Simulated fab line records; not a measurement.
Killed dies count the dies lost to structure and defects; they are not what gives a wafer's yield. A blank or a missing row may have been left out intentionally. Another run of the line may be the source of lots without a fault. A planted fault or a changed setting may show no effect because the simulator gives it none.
The same fault as seen by 2 desks + flow berkeley_cmos170 + every desk sees just its own numbers, and what lay behind them comes last

TOOL OWNER'S DESK, litho_track-03
The tool's own readings at UCB170_GATE_SOFTBAKE_08 (time 60 s): means of the sampled wafers that have a number, for each lot that ran on this tool. The brackets show how far a lot's mean lies from the usual mean; more than 4 standard deviations puts the lot out of limits, marked OUT.
Columns: A = heater_power_total_W at UCB170_GATE_SOFTBAKE_08, usual 56.80 W; B = plate_temp_C at UCB170_GATE_SOFTBAKE_08, usual 129.98 C
| lot  | first seen here | A               | B                |
|------|-----------------|-----------------|------------------|
| L223 | day 5 22:00     | 56.77           | 130.28           |
| L225 | day 6 05:00     | 56.76           | 130.03           |
| L228 | day 6 12:00     | 56.81           | 129.87           |
| L232 | day 7 14:00     | 56.80           | 130.04           |
| L233 | day 8 01:00     | 52.87 (-91) OUT | 122.96 (-47) OUT |
| L235 | day 8 10:00     | 52.86 (-92) OUT | 122.91 (-47) OUT |
This desk finds L233, L235 out of limits, L233 being first, at day 8 01:00 (heater_power_total_W at UCB170_GATE_SOFTBAKE_08). L223, L225, L228, L232 stayed within limits.

AT THE METROLOGY DESK
Means of the sampled wafers that have a number, per lot and without regard to the tool the lot ran on: this is what the gauges read. The brackets show how far a lot's mean lies from the usual mean; more than 4 standard deviations puts the lot out of limits, marked OUT.
Columns: A = WELLDRIVE_OXIDE_THK at UCB170_WELLDRIVE_THK_MEAS_02, usual 199 nm; B = cd_nm at UCB170_ACTIVE_CD_MEAS_90, usual 1200.5 nm; C = cd_nm at UCB170_GATE_CD_MEAS_12, usual 350.3 nm
| lot  | first seen here | A   | B      | C                |
|------|-----------------|-----|--------|------------------|
| L223 | day 3 15:15     | 199 | 1200.7 | 350.3            |
| L224 | day 3 15:16     | 194 | 1200.3 | 351.7            |
| L225 | day 4 02:08     | 196 | 1201.5 | 348.9            |
| L226 | day 4 02:08     | 192 | 1201.2 | 349.9            |
| L229 | day 4 11:36     | 205 | 1201.0 | 349.5            |
| L227 | day 4 11:37     | 199 | 1199.8 | 351.0            |
| L228 | day 4 11:40     | 201 | 1203.4 | 348.3            |
| L232 | day 5 07:41     | 200 | 1197.7 | 351.2            |
| L233 | day 5 13:40     | 209 | 1200.3 | 364.5 (+10) OUT  |
| L235 | day 6 00:56     | 192 | 1199.7 | 360.6 (+7.4) OUT |
| L242 | day 7 10:02     | 202 | 1202.2 | 348.9            |
| L243 | day 7 16:05     | 203 | 1200.0 | 351.1            |
| L245 | day 7 23:44     | 205 | 1200.2 | 351.1            |
| L246 | day 8 10:58     | 196 | 1199.9 | 351.0            |
This desk finds L233, L235 out of limits, L233 being first, at day 8 02:34 (cd_nm at UCB170_GATE_CD_MEAS_12). L223, L224, L225, L226, L229, L227, L228, L232, L242, L243, L245, L246 stayed within limits.

PUT TOGETHER
The tool owner's desk had the chance to raise an alarm at day 8 01:00 on L233, L235.
An alarm was possible from the metrology desk at day 8 02:34, on L233, L235.
All the named lots went through UCB170_GATE_SOFTBAKE_08 on litho_track-03.

WHAT THE SIMULATOR PUT IN
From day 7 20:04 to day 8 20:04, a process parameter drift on litho_track-03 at UCB170_GATE_SOFTBAKE_08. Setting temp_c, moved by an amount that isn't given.
Lots struck among those shown: L233, L235.
Hours from the fault's start to each desk's first reading out of limits: the tool owner's desk, 5; the metrology desk, 6.
